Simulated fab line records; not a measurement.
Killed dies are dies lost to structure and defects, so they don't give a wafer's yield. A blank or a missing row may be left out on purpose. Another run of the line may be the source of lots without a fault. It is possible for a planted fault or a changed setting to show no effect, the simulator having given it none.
Lot-split experiment / flow berkeley-cmos170 / route with 331 steps; 5 lots, 23 wafers read

THE SPLIT ITSELF
At UCB170_PSD_PEB_04, the setting peb-temp-c was moved away from the recipe's 130 C on 11 of the 23 wafers read, by -2.2% to +2.3%. For the rest of the wafers, this setting stayed at what the recipe calls for.

THE PATH FROM SPLIT TO READING: the file shows 1 step between them
- UCB170_PSD_DEVELOP_05: develop time 45 s

THE READING
cd-nm, in nm, at UCB170_PSD_CD_MEAS_06 (target cd 1200 nm). Typical for fault-free wafers on this fab line: 1200.0 nm, with standard deviation 1.3 nm.

wafer=L074.1; tool, chamber at the split=litho-track-03, 0; peb-temp-c as run, C=127.1; against the recipe=-2.2%; cd-nm, nm=1177.6; against lot-mates on the recipe=-20.0
wafer=L074.2; tool, chamber at the split=litho-track-03, 0; peb-temp-c as run, C=127.1; against the recipe=-2.2%; cd-nm, nm=1175.8; against lot-mates on the recipe=-21.8
wafer=L074.3; tool, chamber at the split=litho-track-03, 0; peb-temp-c as run, C=130; against the recipe=recipe; cd-nm, nm=1198.8; against lot-mates on the recipe=-
wafer=L074.4; tool, chamber at the split=litho-track-03, 0; peb-temp-c as run, C=127.1; against the recipe=-2.2%; cd-nm, nm=1176.3; against lot-mates on the recipe=-21.2
wafer=L074.6; tool, chamber at the split=litho-track-03, 0; peb-temp-c as run, C=130; against the recipe=recipe; cd-nm, nm=1196.3; against lot-mates on the recipe=-
wafer=L075.1; tool, chamber at the split=litho-track-04, 0; peb-temp-c as run, C=130; against the recipe=recipe; cd-nm, nm=1198.4; against lot-mates on the recipe=-
wafer=L075.2; tool, chamber at the split=litho-track-04, 0; peb-temp-c as run, C=130; against the recipe=recipe; cd-nm, nm=1199.0; against lot-mates on the recipe=-
wafer=L075.3; tool, chamber at the split=litho-track-04, 0; peb-temp-c as run, C=131.3; against the recipe=+1.0%; cd-nm, nm=1207.8; against lot-mates on the recipe=+8.9
wafer=L075.4; tool, chamber at the split=litho-track-04, 0; peb-temp-c as run, C=130; against the recipe=recipe; cd-nm, nm=1199.2; against lot-mates on the recipe=-
wafer=L075.6; tool, chamber at the split=litho-track-04, 0; peb-temp-c as run, C=131.3; against the recipe=+1.0%; cd-nm, nm=1207.6; against lot-mates on the recipe=+8.7
wafer=L077.1; tool, chamber at the split=litho-track-03, 0; peb-temp-c as run, C=133; against the recipe=+2.3%; cd-nm, nm=1218.4; against lot-mates on the recipe=+18.1
wafer=L077.2; tool, chamber at the split=litho-track-03, 0; peb-temp-c as run, C=130; against the recipe=recipe; cd-nm, nm=1199.6; against lot-mates on the recipe=-
wafer=L077.3; tool, chamber at the split=litho-track-03, 0; peb-temp-c as run, C=133; against the recipe=+2.3%; cd-nm, nm=1218.8; against lot-mates on the recipe=+18.5
wafer=L077.4; tool, chamber at the split=litho-track-03, 0; peb-temp-c as run, C=133; against the recipe=+2.3%; cd-nm, nm=1217.9; against lot-mates on the recipe=+17.6
wafer=L077.6; tool, chamber at the split=litho-track-03, 0; peb-temp-c as run, C=130; against the recipe=recipe; cd-nm, nm=1201.0; against lot-mates on the recipe=-
wafer=L085.4; tool, chamber at the split=litho-track-04, 0; peb-temp-c as run, C=130; against the recipe=recipe; cd-nm, nm=1200.9; against lot-mates on the recipe=-
wafer=L085.5; tool, chamber at the split=litho-track-04, 0; peb-temp-c as run, C=130; against the recipe=recipe; cd-nm, nm=1200.4; against lot-mates on the recipe=-
wafer=L085.6; tool, chamber at the split=litho-track-04, 0; peb-temp-c as run, C=130; against the recipe=recipe; cd-nm, nm=1200.8; against lot-mates on the recipe=-
wafer=L084.1; tool, chamber at the split=litho-track-01, 0; peb-temp-c as run, C=130; against the recipe=recipe; cd-nm, nm=1200.7; against lot-mates on the recipe=-
wafer=L084.2; tool, chamber at the split=litho-track-01, 0; peb-temp-c as run, C=130; against the recipe=recipe; cd-nm, nm=1199.5; against lot-mates on the recipe=-
wafer=L084.3; tool, chamber at the split=litho-track-01, 0; peb-temp-c as run, C=132.2; against the recipe=+1.7%; cd-nm, nm=1214.7; against lot-mates on the recipe=+14.6
wafer=L084.4; tool, chamber at the split=litho-track-01, 0; peb-temp-c as run, C=132.2; against the recipe=+1.7%; cd-nm, nm=1214.0; against lot-mates on the recipe=+13.9
wafer=L084.5; tool, chamber at the split=litho-track-01, 0; peb-temp-c as run, C=132.2; against the recipe=+1.7%; cd-nm, nm=1213.7; against lot-mates on the recipe=+13.6

FIT RESULTS
A straight line over all 23 wafers: cd-nm changes by +9.17 nm for each +1% of peb-temp-c; r = +0.99; the points scatter about the line by 1.5 nm.
The same after taking each lot's own level away (the mean of its wafers on the recipe; 23 wafers): +8.63 nm for each +1%; r = +1.00; scatter 1 nm.
Per that fit: largest peb-temp-c move, reading shift of 20 nm.
From 1197.55 to 1200.70 nm: that is the span of the lots' own levels, equal to 2.4 times the standard deviation above.
So the lot-to-lot level changes the slope little: the two slopes agree.
Check: for one of the wafers moved furthest among these (+2.3%), held out of the fit, the line's prediction against its lot-mates is +19.6 nm. It came out at +18.1 nm against them.

THE OTHER SPLITS THESE WAFERS WENT THROUGH
Before the reading, these wafers also passed through other splits. Each is held against what the fit with the lots' levels taken away leaves over:
other split on the same wafers=UCB170_ZERO_COAT_01 resist-thk-nm; wafers away from the commonest value=6; r with cd-nm (lot level and that fit taken away)=+0.16
other split on the same wafers=UCB170_NWELL_CVD_04 sih2cl2-flow-sccm; wafers away from the commonest value=18; r with cd-nm (lot level and that fit taken away)=+0.25
other split on the same wafers=UCB170_PWELL_CVD_05 nh3-flow-sccm; wafers away from the commonest value=18; r with cd-nm (lot level and that fit taken away)=+0.06
other split on the same wafers=UCB170_PWELL_EXPOSE_10 dose-mj; wafers away from the commonest value=7; r with cd-nm (lot level and that fit taken away)=+0.46
other split on the same wafers=UCB170_WELLDRIVE_OXIDATION_01 temp-c; wafers away from the commonest value=15; r with cd-nm (lot level and that fit taken away)=-0.03
other split on the same wafers=UCB170_PVT_IMPLANT_07 dose-cm2; wafers away from the commonest value=8; r with cd-nm (lot level and that fit taken away)=+0.18
other split on the same wafers=UCB170_GATE_CVD_04 time-s; wafers away from the commonest value=15; r with cd-nm (lot level and that fit taken away)=-0.34
other split on the same wafers=UCB170_GATE_DEVELOP_11 develop-time-s; wafers away from the commonest value=4; r with cd-nm (lot level and that fit taken away)=-0.09
other split on the same wafers=UCB170_NLDD_EXPOSE_03 dose-mj; wafers away from the commonest value=11; r with cd-nm (lot level and that fit taken away)=-0.08
other split on the same wafers=UCB170_NLDD_IMPLANT_08 energy-kev; wafers away from the commonest value=6; r with cd-nm (lot level and that fit taken away)=+0.13

THE FILE'S OWN FIT
cd-nm changes by +8.55 nm for each +1% of peb-temp-c, r = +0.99.
